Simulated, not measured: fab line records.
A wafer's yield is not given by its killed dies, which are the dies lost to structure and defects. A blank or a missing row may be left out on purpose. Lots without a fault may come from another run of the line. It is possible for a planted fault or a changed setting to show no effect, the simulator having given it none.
Which tool is to blame? :: flow berkeleyCmos170 :: Sampling: 14 lots, 42 wafers, 6 of 331 route steps

WHAT THE GAUGES SHOWED, per wafer
UCB170_START_THK_MEAS_03. Usual: START_OXIDE_THK typically reads 20.6 nm, with standard deviation 0.34.
lot: L705
measured: day 1 16:26
on: filmMetro-01
START_OXIDE_THK (nm): 20.4 20.1 20.4
flag: 

lot: L707
measured: day 1 23:31
on: filmMetro-02
START_OXIDE_THK (nm): 20.5 20.8 20.4
flag: 

lot: L709
measured: day 2 09:23
on: filmMetro-02
START_OXIDE_THK (nm): 20.5 20.6 20.7
flag: 

lot: L710
measured: day 2 14:02
on: filmMetro-01
START_OXIDE_THK (nm): 20.6 20.5 20.9
flag: 

lot: L711
measured: day 2 19:38
on: filmMetro-02
START_OXIDE_THK (nm): 20.6 20.8 20.6
flag: 

lot: L718
measured: day 4 05:13
on: filmMetro-02
START_OXIDE_THK (nm): 20.5 20.7 20.9
flag: 

lot: L721
measured: day 4 19:51
on: filmMetro-01
START_OXIDE_THK (nm): 20.3 20.1 20.4
flag: 

lot: L720
measured: day 4 19:52
on: filmMetro-03
START_OXIDE_THK (nm): 20.9 20.9 20.7
flag: 

lot: L723
measured: day 5 05:50
on: filmMetro-03
START_OXIDE_THK (nm): 20.6 20.7 20.5
flag: 

lot: L724
measured: day 5 13:28
on: filmMetro-03
START_OXIDE_THK (nm): 21.0 20.9 20.7
flag: 

lot: L725
measured: day 5 18:03
on: filmMetro-02
START_OXIDE_THK (nm): 20.5 20.4 20.6
flag: 

lot: L726
measured: day 6 00:10
on: filmMetro-03
START_OXIDE_THK (nm): 20.8 20.5 20.3
flag: 

lot: L727
measured: day 6 03:02
on: filmMetro-02
START_OXIDE_THK (nm): 20.9 20.5 20.4
flag: 

lot: L728
measured: day 6 08:11
on: filmMetro-02
START_OXIDE_THK (nm): 20.8 20.5 21.0
flag: 

UCB170_PWELL_THK_MEAS_06. Usual: PWELL_NITRIDE_THK typically reads 220.3 nm, with standard deviation 1.6.
lot: L705
measured: day 3 01:26
on: filmMetro-02
PWELL_NITRIDE_THK (nm): 221.0 219.6 222.2
flag: 

lot: L707
measured: day 3 04:17
on: filmMetro-03
PWELL_NITRIDE_THK (nm): 221.5 221.5 219.8
flag: 

lot: L709
measured: day 3 18:04
on: filmMetro-04
PWELL_NITRIDE_THK (nm): 220.6 220.3 220.4
flag: 

lot: L710
measured: day 4 06:32
on: filmMetro-04
PWELL_NITRIDE_THK (nm): 445.0 441.9 444.5
flag: OFF

lot: L711
measured: day 4 02:41
on: filmMetro-02
PWELL_NITRIDE_THK (nm): 219.2 220.8 219.9
flag: 

lot: L718
measured: day 6 00:50
on: filmMetro-03
PWELL_NITRIDE_THK (nm): 444.6 445.1 447.5
flag: OFF

lot: L721
measured: day 5 21:01
on: filmMetro-02
PWELL_NITRIDE_THK (nm): 219.2 221.1 220.0
flag: 

lot: L720
measured: day 5 21:02
on: filmMetro-04
PWELL_NITRIDE_THK (nm): 222.2 223.9 225.1
flag: 

lot: L723
measured: day 6 18:08
on: filmMetro-02
PWELL_NITRIDE_THK (nm): 218.8 219.0 219.1
flag: 

lot: L724
measured: day 6 18:08
on: filmMetro-03
PWELL_NITRIDE_THK (nm): 220.5 221.0 220.9
flag: 

lot: L725
measured: day 6 23:16
on: filmMetro-04
PWELL_NITRIDE_THK (nm): 218.2 219.1 218.3
flag: 

lot: L726
measured: day 7 16:39
on: filmMetro-02
PWELL_NITRIDE_THK (nm): 220.1 220.7 219.2
flag: 

lot: L727
measured: day 7 11:43
on: filmMetro-02
PWELL_NITRIDE_THK (nm): 221.1 220.8 220.5
flag: 

lot: L728
measured: day 7 16:39
on: filmMetro-04
PWELL_NITRIDE_THK (nm): 218.5 216.4 218.9
flag: 

UCB170_SCREENOX_THK_MEAS_02. Usual: SCREENOX_OXIDE_THK typically reads 14.32 nm, with standard deviation 0.24.
lot: L705
measured: day 5 02:26
on: filmMetro-02
SCREENOX_OXIDE_THK (nm): 14.45 14.34 14.31
flag: 

lot: L707
measured: day 5 02:30
on: filmMetro-02
SCREENOX_OXIDE_THK (nm): 14.24 14.38 14.30
flag: 

lot: L709
measured: day 5 19:43
on: filmMetro-01
SCREENOX_OXIDE_THK (nm): 14.61 14.42 14.52
flag: 

lot: L711
measured: day 6 02:01
on: filmMetro-01
SCREENOX_OXIDE_THK (nm): 14.45 14.39 14.47
flag: 

lot: L721
measured: day 7 23:46
on: filmMetro-01
SCREENOX_OXIDE_THK (nm): 14.40 14.35 14.52
flag: 

lot: L720
measured: day 7 23:47
on: filmMetro-03
SCREENOX_OXIDE_THK (nm): 14.30 14.09 14.18
flag: 

lot: L723
measured: day 9 02:39
on: filmMetro-02
SCREENOX_OXIDE_THK (nm): 14.60 14.76 14.68
flag: 

lot: L724
measured: day 8 21:45
on: filmMetro-03
SCREENOX_OXIDE_THK (nm): 14.33 14.17 14.19
flag: 

lot: L725
measured: day 9 02:38
on: filmMetro-03
SCREENOX_OXIDE_THK (nm): 14.55 14.49 14.39
flag: 

lot: L726
measured: day 9 17:44
on: filmMetro-02
SCREENOX_OXIDE_THK (nm): 14.43 14.47 14.44
flag: 

lot: L727
measured: day 9 17:46
on: filmMetro-03
SCREENOX_OXIDE_THK (nm): 14.09 14.21 14.00
flag: 

lot: L728
measured: day 9 23:29
on: filmMetro-03
SCREENOX_OXIDE_THK (nm): 14.43 14.07 14.30
flag: 

WHAT TOOL EACH LOT RAN ON (gives the tool, then ch and the chambers of the sampled wafers, and finally the start)
lot: L705
UCB170_ZERO_STRIP_07: plasmaAsher-01 ch 0,1, day 1 20:52
UCB170_PWELL_CVD_05: lpcvd-02 ch 1, day 2 23:22
UCB170_PWELL_ETCH_14: rieDiel-01 ch 0,2,3, day 3 02:46

lot: L707
UCB170_ZERO_STRIP_07: plasmaAsher-04 ch 0,1, day 2 03:17
UCB170_PWELL_CVD_05: lpcvd-01 ch 0, day 3 02:23
UCB170_PWELL_ETCH_14: rieDiel-02 ch 1,3, day 3 05:14

lot: L709
UCB170_ZERO_STRIP_07: plasmaAsher-04 ch 0,1, day 2 13:26
UCB170_PWELL_CVD_05: lpcvd-01 ch 0, day 3 16:10
UCB170_PWELL_ETCH_14: rieDiel-01 ch 0,2,3, day 3 19:13

lot: L710
UCB170_ZERO_STRIP_07: plasmaAsher-02 ch 0,1, day 2 20:35
UCB170_PWELL_CVD_05: lpcvd-02 ch 1, day 4 00:46
UCB170_PWELL_ETCH_14: rieDiel-04 ch 1,2,3, day 4 07:37

lot: L711
UCB170_ZERO_STRIP_07: plasmaAsher-01 ch 0,1, day 2 23:30
UCB170_PWELL_CVD_05: lpcvd-02 ch 1, day 4 00:46
UCB170_PWELL_ETCH_14: rieDiel-02 ch 2,3, day 4 04:14

lot: L718
UCB170_ZERO_STRIP_07: plasmaAsher-04 ch 0,1, day 4 09:59
UCB170_PWELL_CVD_05: lpcvd-02 ch 1, day 5 19:05
UCB170_PWELL_ETCH_14: rieDiel-04 ch 0,1,2, day 6 02:07

lot: L721
UCB170_ZERO_STRIP_07: plasmaAsher-04 ch 0,1, day 4 23:11
UCB170_PWELL_CVD_05: lpcvd-02 ch 0, day 5 19:05
UCB170_PWELL_ETCH_14: rieDiel-01 ch 0,2,3, day 5 23:11

lot: L720
UCB170_ZERO_STRIP_07: plasmaAsher-02 ch 0,1, day 4 22:59
UCB170_PWELL_CVD_05: lpcvd-02 ch 1, day 5 19:05
UCB170_PWELL_ETCH_14: rieDiel-02 ch 1,2,3, day 5 23:16

lot: L723
UCB170_ZERO_STRIP_07: plasmaAsher-04 ch 0,1, day 5 08:38
UCB170_PWELL_CVD_05: lpcvd-02 ch 0, day 6 16:12
UCB170_PWELL_ETCH_14: rieDiel-02 ch 1,2, day 6 19:31

lot: L724
UCB170_ZERO_STRIP_07: plasmaAsher-02 ch 0,1, day 5 17:26
UCB170_PWELL_CVD_05: lpcvd-02 ch 0, day 6 16:12
UCB170_PWELL_ETCH_14: rieDiel-04 ch 0,1,3, day 6 19:14

lot: L725
UCB170_ZERO_STRIP_07: plasmaAsher-04 ch 0,1, day 5 23:29
UCB170_PWELL_CVD_05: lpcvd-02 ch 1, day 6 21:20
UCB170_PWELL_ETCH_14: rieDiel-01 ch 1,3, day 7 00:19

lot: L726
UCB170_ZERO_STRIP_07: plasmaAsher-02 ch 0,1, day 6 04:27
UCB170_PWELL_CVD_05: lpcvd-01 ch 1, day 7 14:44
UCB170_PWELL_ETCH_14: rieDiel-02 ch 0,3, day 7 17:47

lot: L727
UCB170_ZERO_STRIP_07: plasmaAsher-02 ch 0,1, day 6 07:17
UCB170_PWELL_CVD_05: lpcvd-01 ch 1, day 7 07:23
UCB170_PWELL_ETCH_14: rieDiel-02 ch 0,1,2, day 7 12:49

lot: L728
UCB170_ZERO_STRIP_07: plasmaAsher-01 ch 0,1, day 6 12:25
UCB170_PWELL_CVD_05: lpcvd-01 ch 0, day 7 14:44
UCB170_PWELL_ETCH_14: rieDiel-04 ch 0,1, day 7 17:54
- UCB170_ZERO_STRIP_07: strips in O2.
- UCB170_PWELL_CVD_05: deposits Si3N4 from SiH2Cl2/NH3, target thk 220 nm, time 3300 s.
- UCB170_PWELL_ETCH_14: etches Si3N4 in CH3F/Ar/O2, stops on SiO2, target depth 242 nm, time 151 s.

AS READ BY THE TOOLS THEMSELVES (means over the sampled wafers that have a number; for cases with no such wafer, the mark the record gives instead)
UCB170_ZERO_STRIP_07. Usual: drypumpMotorCurrentA 5.9 A, standard deviation 0.62; oesProductAu 0.727 a.u., standard deviation 0.0043; stripTimeToEndpointS 21.49 s, standard deviation 0.065.
lot: L705
tool: plasmaAsher-01
drypumpMotorCurrentA (A): 5.3
oesProductAu (a.u.): 0.730
stripTimeToEndpointS (s): 21.40
flag: 

lot: L707
tool: plasmaAsher-04
drypumpMotorCurrentA (A): 5.3
oesProductAu (a.u.): 0.729
stripTimeToEndpointS (s): 21.45
flag: 

lot: L709
tool: plasmaAsher-04
drypumpMotorCurrentA (A): 5.3
oesProductAu (a.u.): 0.726
stripTimeToEndpointS (s): 21.43
flag: 

lot: L710
tool: plasmaAsher-02
drypumpMotorCurrentA (A): 6.6
oesProductAu (a.u.): 0.727
stripTimeToEndpointS (s): 21.48
flag: 

lot: L711
tool: plasmaAsher-01
drypumpMotorCurrentA (A): 5.3
oesProductAu (a.u.): 0.726
stripTimeToEndpointS (s): 21.45
flag: 

lot: L718
tool: plasmaAsher-04
drypumpMotorCurrentA (A): 5.4
oesProductAu (a.u.): 0.728
stripTimeToEndpointS (s): 21.48
flag: 

lot: L721
tool: plasmaAsher-04
drypumpMotorCurrentA (A): 5.4
oesProductAu (a.u.): 0.729
stripTimeToEndpointS (s): 21.53
flag: 

lot: L720
tool: plasmaAsher-02
drypumpMotorCurrentA (A): 6.5
oesProductAu (a.u.): 0.728
stripTimeToEndpointS (s): 21.55
flag: 

lot: L723
tool: plasmaAsher-04
drypumpMotorCurrentA (A): 5.3
oesProductAu (a.u.): 0.728
stripTimeToEndpointS (s): 21.50
flag: 

lot: L724
tool: plasmaAsher-02
drypumpMotorCurrentA (A): 6.6
oesProductAu (a.u.): 0.727
stripTimeToEndpointS (s): 21.45
flag: 

lot: L725
tool: plasmaAsher-04
drypumpMotorCurrentA (A): 5.2
oesProductAu (a.u.): 0.725
stripTimeToEndpointS (s): 21.51
flag: 

lot: L726
tool: plasmaAsher-02
drypumpMotorCurrentA (A): 6.5
oesProductAu (a.u.): 0.727
stripTimeToEndpointS (s): 21.56
flag: 

lot: L727
tool: plasmaAsher-02
drypumpMotorCurrentA (A): 6.6
oesProductAu (a.u.): 0.725
stripTimeToEndpointS (s): 21.37
flag: 

lot: L728
tool: plasmaAsher-01
drypumpMotorCurrentA (A): 5.3
oesProductAu (a.u.): 0.724
stripTimeToEndpointS (s): 21.55
flag: 

UCB170_PWELL_CVD_05. Usual: pressureMtorr 200.0 mTorr, standard deviation 0.36; zonePowerCentrePct 39 %, standard deviation 3.8.
lot: L705
tool: lpcvd-02
pressureMtorr (mTorr): 199.5
zonePowerCentrePct (%): 41
flag: 

lot: L707
tool: lpcvd-01
pressureMtorr (mTorr): 199.6
zonePowerCentrePct (%): 42
flag: 

lot: L709
tool: lpcvd-01
pressureMtorr (mTorr): 200.0
zonePowerCentrePct (%): 43
flag: 

lot: L710
tool: lpcvd-02
pressureMtorr (mTorr): 200.0
zonePowerCentrePct (%): 41
flag: 

lot: L711
tool: lpcvd-02
pressureMtorr (mTorr): 199.7
zonePowerCentrePct (%): 41
flag: 

lot: L718
tool: lpcvd-02
pressureMtorr (mTorr): 200.0
zonePowerCentrePct (%): 41
flag: 

lot: L721
tool: lpcvd-02
pressureMtorr (mTorr): 200.3
zonePowerCentrePct (%): 33
flag: 

lot: L720
tool: lpcvd-02
pressureMtorr (mTorr): 199.9
zonePowerCentrePct (%): 41
flag: 

lot: L723
tool: lpcvd-02
pressureMtorr (mTorr): 200.1
zonePowerCentrePct (%): 33
flag: 

lot: L724
tool: lpcvd-02
pressureMtorr (mTorr): 200.3
zonePowerCentrePct (%): 33
flag: 

lot: L725
tool: lpcvd-02
pressureMtorr (mTorr): 199.6
zonePowerCentrePct (%): 40
flag: 

lot: L726
tool: lpcvd-01
pressureMtorr (mTorr): 200.3
zonePowerCentrePct (%): 40
flag: 

lot: L727
tool: lpcvd-01
pressureMtorr (mTorr): 199.8
zonePowerCentrePct (%): 39
flag: 

lot: L728
tool: lpcvd-01
pressureMtorr (mTorr): 200.2
zonePowerCentrePct (%): 43
flag: 

UCB170_PWELL_ETCH_14. Usual: CH3F_flow_sccm 20.00 sccm, standard deviation 0.062; drypumpMotorCurrentA 5.8 A, standard deviation 0.44; oesProductAu 0.946 a.u., standard deviation 0.014; throttleValvePct 8.11 %, standard deviation 0.12.
lot: L705
tool: rieDiel-01
CH3F_flow_sccm (sccm): 19.97
drypumpMotorCurrentA (A): 6.1
oesProductAu (a.u.): 0.951
throttleValvePct (%): 8.12
flag: 

lot: L707
tool: rieDiel-02
CH3F_flow_sccm (sccm): 20.07
drypumpMotorCurrentA (A): 5.5
oesProductAu (a.u.): 0.957
throttleValvePct (%): 8.08
flag: 

lot: L709
tool: rieDiel-01
CH3F_flow_sccm (sccm): 19.97
drypumpMotorCurrentA (A): 6.1
oesProductAu (a.u.): 0.949
throttleValvePct (%): 8.13
flag: 

lot: L710
tool: rieDiel-04
CH3F_flow_sccm (sccm): 19.95
drypumpMotorCurrentA (A): 5.6
oesProductAu (a.u.): 0.993
throttleValvePct (%): 8.12
flag: OFF

lot: L711
tool: rieDiel-02
CH3F_flow_sccm (sccm): 19.97
drypumpMotorCurrentA (A): 6.0
oesProductAu (a.u.): 0.950
throttleValvePct (%): 8.22
flag: 

lot: L718
tool: rieDiel-04
CH3F_flow_sccm (sccm): 19.98
drypumpMotorCurrentA (A): 5.7
oesProductAu (a.u.): 0.990
throttleValvePct (%): 8.11
flag: OFF

lot: L721
tool: rieDiel-01
CH3F_flow_sccm (sccm): 20.02
drypumpMotorCurrentA (A): 6.1
oesProductAu (a.u.): 0.947
throttleValvePct (%): 8.12
flag: 

lot: L720
tool: rieDiel-02
CH3F_flow_sccm (sccm): 20.01
drypumpMotorCurrentA (A): 5.7
oesProductAu (a.u.): 0.961
throttleValvePct (%): 8.15
flag: 

lot: L723
tool: rieDiel-02
CH3F_flow_sccm (sccm): 20.00
drypumpMotorCurrentA (A): 5.6
oesProductAu (a.u.): 0.949
throttleValvePct (%): 8.19
flag: 

lot: L724
tool: rieDiel-04
CH3F_flow_sccm (sccm): 20.03
drypumpMotorCurrentA (A): 5.8
oesProductAu (a.u.): 0.931
throttleValvePct (%): 8.00
flag: 

lot: L725
tool: rieDiel-01
CH3F_flow_sccm (sccm): 20.04
drypumpMotorCurrentA (A): 5.7
oesProductAu (a.u.): 0.934
throttleValvePct (%): 8.05
flag: 

lot: L726
tool: rieDiel-02
CH3F_flow_sccm (sccm): 20.00
drypumpMotorCurrentA (A): 6.2
oesProductAu (a.u.): 0.951
throttleValvePct (%): 8.09
flag: 

lot: L727
tool: rieDiel-02
CH3F_flow_sccm (sccm): 19.98
drypumpMotorCurrentA (A): 5.7
oesProductAu (a.u.): 0.956
throttleValvePct (%): 8.10
flag: 

lot: L728
tool: rieDiel-04
CH3F_flow_sccm (sccm): 19.95
drypumpMotorCurrentA (A): 6.0
oesProductAu (a.u.): 0.920
throttleValvePct (%): 8.06
flag: 

THE ANSWER, worked out from the rows above alone
Rule: a lot is off if the mean of its wafers that have a number lies more than 3 standard deviations from the usual mean. A lot without any number at a reading at which 4 lots or more have one is off too. The other lots that the step has rows for count as sound. After the gauges, taken in route order, come the tools' own readings; for these a lot's mean is taken, as printed above. At the first step where some lot is off, the reading lying furthest off is the one used; lots without a number count as furthest.
Off: L710, L718, at UCB170_PWELL_THK_MEAS_06 (PWELL_NITRIDE_THK).
If a tool, at a process step before that reading, ran all the lots that are off and no sound lot after the first of them, it fits. Not tried: the gauges at UCB170_PWELL_THK_MEAS_06; whatever is off there is also off at UCB170_PWELL_ETCH_14, on other tools, and gauge error can't account for it. Of those tried, none fits.

WHAT THE SIMULATOR HAD PUT IN
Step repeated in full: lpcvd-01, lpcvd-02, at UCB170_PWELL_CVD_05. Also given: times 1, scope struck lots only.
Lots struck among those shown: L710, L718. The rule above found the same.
